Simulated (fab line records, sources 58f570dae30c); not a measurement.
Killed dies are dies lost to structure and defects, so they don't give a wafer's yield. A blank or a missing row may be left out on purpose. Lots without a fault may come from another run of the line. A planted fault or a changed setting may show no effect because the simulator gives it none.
A struck lot beside a sound one | flow berkeley_cmos170 | 17 steps out of a route of 331
Sound: wafers L798.1, L798.2, L798.6. Struck: wafers L785.3, L785.4, L785.5. The cause comes at the end.
At each step with rows: each side's tool, then ch and its chambers, then its first start. Under that, the readings that differ: sound wafers | struck wafers | difference of the means | sigmas: that difference in standard deviations of wafers without a fault.
alike: readings whose means differ by less than 2 such deviations, and words and numbers that are the same on both sides. not compared: withheld readings, readings that some wafer has no value for, bounds like >300 that may hide the same value, and numbers for which the record gives no deviation and whose values overlap.
The two part at a step that has a row with sigmas, a row that says differs or no value, or rows on one side only. Numbers that don't overlap but have no deviation are shown without sigmas and don't part them. A reading that every wafer of one side lacks parts them only if that side has two wafers or more.

UCB170_NWELL_THK_MEAS_02:
  sound on film_metro-03, day 6 15:26; struck on film_metro-03, day 4 02:07
  alike: NWELL_OXIDE_THK
then, 2 steps without rows for these wafers: UCB170_NWELL_ANNEAL_03 (time 900 s); UCB170_NWELL_CVD_04 (deposits Si3N4 from SiH2Cl2/NH3, target thk 224 nm, time 3360 s).
UCB170_NWELL_THK_MEAS_05:
  sound on film_metro-04, day 6 19:08; struck on film_metro-04, day 4 08:19
  alike: NWELL_NITRIDE_THK
then, 6 steps without rows for these wafers: UCB170_NWELL_HMDS_06 (prime time 60 s); UCB170_NWELL_COAT_07 (resist thk 900 nm); UCB170_NWELL_SOFTBAKE_08 (time 60 s); UCB170_NWELL_EXPOSE_09 (exposes mask NWELL, target cd 3000 nm); UCB170_NWELL_PEB_10; UCB170_NWELL_DEVELOP_11 (develop time 45 s).
UCB170_NWELL_OVL_MEAS_12:
  sound on overlay-01, day 6 20:23; struck on overlay-02, day 4 09:26
  alike: NWELL_OVL
UCB170_NWELL_ETCH_13: etches Si3N4 in CH3F/Ar/O2, stops on SiO2, target depth 246.4 nm, time 154 s.
  sound on rie_diel-02 ch 0,2,3, day 6 20:25; struck on rie_diel-04 ch 2,3, day 4 09:28
  alike: drypump_motor_current_A, oes_product_au, throttle_valve_pct
  not compared: rf_hours_counter_h
UCB170_NWELL_IMPLANT_14:
  sound on implanter-02 ch 0, day 6 20:31; struck on implanter-04 ch 0, day 4 09:56
  alike: beam_on_s
UCB170_NWELL_STRIP_15: strips in O2.
  sound on plasma_asher-01 ch 0,1, day 6 20:40; struck on plasma_asher-03 ch 0,1, day 4 10:04
  reading                      | sound             | struck            | difference | sigmas
  strip_time_to_endpoint_s (s) | 17.86 17.89 17.87 | 18.18 18.29 18.09 | +0.31      | +2
  alike: drypump_motor_current_A, oes_product_au
  not compared: rf_hours_counter_h
UCB170_NWELL_TW_MEAS_16:
  sound on film_metro-01, day 6 20:46; struck on film_metro-04, day 4 10:10
  reading  | sound          | struck         | difference | sigmas
  NWELL_TW | 1231 1234 1235 | 1561 1567 1569 | +332       | +30
then, 1 step without rows for these wafers: UCB170_NWELL_CLEAN_17 (cleans in SPM, time 600 s).
UCB170_M3_PROBE_99:
  the record has rows for the sound wafers here (prober-01, day 12 17:35) and none for the struck ones

WHERE THEY PART
First at UCB170_NWELL_STRIP_15; last, within this record, at UCB170_M3_PROBE_99.

WHY: what the simulator had put in
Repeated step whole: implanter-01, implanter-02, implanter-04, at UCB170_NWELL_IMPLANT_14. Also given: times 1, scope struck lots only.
